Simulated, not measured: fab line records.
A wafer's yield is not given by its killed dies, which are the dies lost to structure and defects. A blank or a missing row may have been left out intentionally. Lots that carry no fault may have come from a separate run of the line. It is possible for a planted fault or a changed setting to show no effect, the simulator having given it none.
Problem report in the 8D (eight disciplines) form, filled by code :: flow berkeley cmos170 :: the parts of the form that need people (team, actions taken, sign-off) are left out

1. WHAT IS WRONG
Mean of run length s at UCB170_CONTACT_ETCH_18: 183.39 s across 6 wafers in 2 lots; on wafers with no fault it is 223.39 s (standard deviation 0.29). That is -99 or more standard deviations from the usual mean.
The step: etches PSG in CHF3/CF4/Ar, stops on TiSi2, target depth 840 nm, time 195 s.
Earliest sighting: wafer L388.3 on rie diel-02 at day 9 02:00. At this step, 39 wafers from 13 lots have a number in the record. By rule, "out" or "out of limits" means more than 4 standard deviations away from the usual mean. Any other wafer with a number is counted as sound.

2. WHAT IT IS, WHAT IT ISN'T
question: which readings at this step
is: run length s, oes product au
is not: chamber pressure mTorr, drypump motor current A, throttle valve pct

question: which lots
is: L385, L388
is not: L379, L380, L381, L384, L392, L395, L396, L398, L400, L401, L402

question: which wafers of those lots
is: all that have a number
is not: -

question: read on which tools
is: rie diel-02
is not: rie diel-03, rie diel-04

question: when
is: from day 9 02:00
is not: up to then (12 sound wafers); but 21 sound wafers of L392, L395, L396, L398, L400, L401, L402 came after

3. WHAT RULES OUT EACH SUSPECT
Counting: a tool at any process step up to the reading remains a suspect when it ran all the lots that are out and ran no sound lot after the first of those.
- rtp anneal-01 at UCB170_SDANNEAL_RTA_01 (time 5 s): ruled out as a lasting fault. The sound lots L396, L401, L402 went through it after L388, its earliest lot that is out (day 8 21:41).
- rie diel-02 at UCB170_CONTACT_ETCH_18 (etches PSG in CHF3/CF4/Ar, stops on TiSi2, target depth 840 nm, time 195 s): kept. It processed each lot that is out, first L388 at day 9 02:00, and no sound lot thereafter; up to then, the last sound lot it processed was L381 at day 7 11:00. On those wafers its own readings are out: oes product au, run length s.
Remaining after the count: rie diel-02 at UCB170_CONTACT_ETCH_18.

4. THE CAUSE (what the simulator had put in)
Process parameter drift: rie diel-02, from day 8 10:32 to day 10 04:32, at UCB170_CONTACT_ETCH_18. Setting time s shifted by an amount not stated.
Counting left only this tool.

5. THE CHAIN OF EFFECTS, in route order
Each row: a reading whose mean over the struck wafers that have a number lies more than 3 standard deviations from the usual. Only readings for which the record gives a usual standard deviation are gone through. hours: the time from each lot's start at the first step in this table that gives one to its start at this step, as a median over the lots. sigmas: the change in usual standard deviations.
hours: 0
step: UCB170_CONTACT_ETCH_18
reading: oes product au
usual: 0.887 a.u.
on struck wafers: 1.010
change: +0.123
sigmas: +7.3

hours: 0
step: UCB170_CONTACT_ETCH_18
reading: run length s
usual: 223.39 s
on struck wafers: 183.39
change: -40.00
sigmas: -99 or more
It contains these process steps:
- UCB170_CONTACT_ETCH_18: etches PSG in CHF3/CF4/Ar, stops on TiSi2, target depth 840 nm, time 195 s.

6. HOW IT WOULD HAVE BEEN CAUGHT EARLIER
15 hours passed between the start of the fault at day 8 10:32 and the first reading out of limits in this record, taken at day 9 02:00.
